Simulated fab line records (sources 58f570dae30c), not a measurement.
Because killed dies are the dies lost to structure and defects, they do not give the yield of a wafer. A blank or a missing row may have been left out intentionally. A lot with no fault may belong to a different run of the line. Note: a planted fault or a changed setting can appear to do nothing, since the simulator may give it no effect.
What tool caused it?    flow berkeley_cmos170    Sampling: 15 lots, 45 wafers, 2 of 331 route steps

== WHAT THE GAUGES READ, wafer by wafer ==
UCB170_NLDD_OVL_MEAS_07.
lot   measured      on          NLDD_OVL (nm)
L604  day 6 19:20   overlay-01  -7 -7 -3
L605  day 7 01:14   overlay-01  -2 1 2
L609  day 7 13:49   overlay-02  2 -2 7
L608  day 7 13:55   overlay-02  -4 -3 1
L606  day 7 14:25   overlay-01  5 3 5
L610  day 7 20:55   overlay-01  8 5 8
L611  day 7 21:10   overlay-02  -6 -12 -9
L614  day 8 10:24   overlay-02  -3 0 -7
L613  day 8 11:01   overlay-02  6 4 0
L616  day 9 02:47   overlay-01  0 4 -4
L617  day 9 03:03   overlay-02  -4 3 4
L621  day 10 02:35  overlay-01  180 181 180
L623  day 10 15:53  overlay-02  191 181 171
L622  day 10 16:09  overlay-02  178 179 179
L625  day 10 16:10  overlay-01  -4 -6 2

== EACH LOT AND THE TOOL THAT RAN IT (in order: tool; ch and the chambers of the sampled wafers; start) ==
lot   UCB170_NLDD_EXPOSE_03
L604  krf_scanner-02 ch 0, day 6 18:50
L605  krf_scanner-02 ch 0, day 7 00:16
L609  krf_scanner-02 ch 0, day 7 12:22
L608  krf_scanner-02 ch 0, day 7 12:31
L606  krf_scanner-02 ch 0, day 7 13:29
L610  krf_scanner-01 ch 0, day 7 20:25
L611  krf_scanner-02 ch 0, day 7 20:40
L614  krf_scanner-02 ch 0, day 8 09:17
L613  krf_scanner-02 ch 0, day 8 09:32
L616  krf_scanner-01 ch 0, day 9 02:03
L617  krf_scanner-01 ch 0, day 9 02:17
L621  krf_scanner-02 ch 0, day 10 02:07
L623  krf_scanner-02 ch 0, day 10 14:37
L622  krf_scanner-02 ch 0, day 10 15:06
L625  krf_scanner-01 ch 0, day 10 15:24
- UCB170_NLDD_EXPOSE_03: exposes mask NSELECT, target cd 1200 nm.

== AS READ BY THE TOOLS THEMSELVES (means over the sampled wafers that have a number; for cases with no such wafer, the mark the record gives instead) ==
The record holds no such reading with a usual standard deviation.

== THE ANSWER, worked out from the rows above alone ==
Rule: what is usual is taken from the lots themselves. Put in order of their means at a reading, lots are off if they are a third of the lots or fewer, leave a main group of 4 or more, and stand apart from it by a gap of 3 or more times the standard deviation of the main group's means; of several such gaps the widest counts. A main group whose means are all the same, to the digits that the tables above print for the reading, isn't used. Also off: a lot with no number at a reading for which 4 or more lots have one. All remaining lots with rows at the step are treated as sound. The gauges are gone through in route order, then the tools' own readings, and for those a lot's mean is taken as printed above. The first step at which some lot is off is used, and at that step the reading that is off furthest; a lot without a number counts as furthest.
Off: L621, L623, L622, seen at UCB170_NLDD_OVL_MEAS_07 (NLDD_OVL). Mean -0 nm and standard deviation 4.3 in the main group.
If a tool, at a process step before that reading, ran all the lots that are off and no sound lot after the first of them, it fits. Gauges at UCB170_NLDD_OVL_MEAS_07: tried the same way as those tools. One candidate fits, namely krf_scanner-02 at UCB170_NLDD_EXPOSE_03. Its last sound lot is L613 (day 8 09:32), its first lot that is off L621 (day 10 02:07): a fault that began between those two fits.

== WHAT THE SIMULATOR HAD PUT IN ==
Scanner matching overlay: krf_scanner-02, from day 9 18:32 on, at UCB170_NLDD_EXPOSE_03. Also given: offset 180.
Shown lots that were struck: L621, L623, L622. The rule given above showed the same thing.
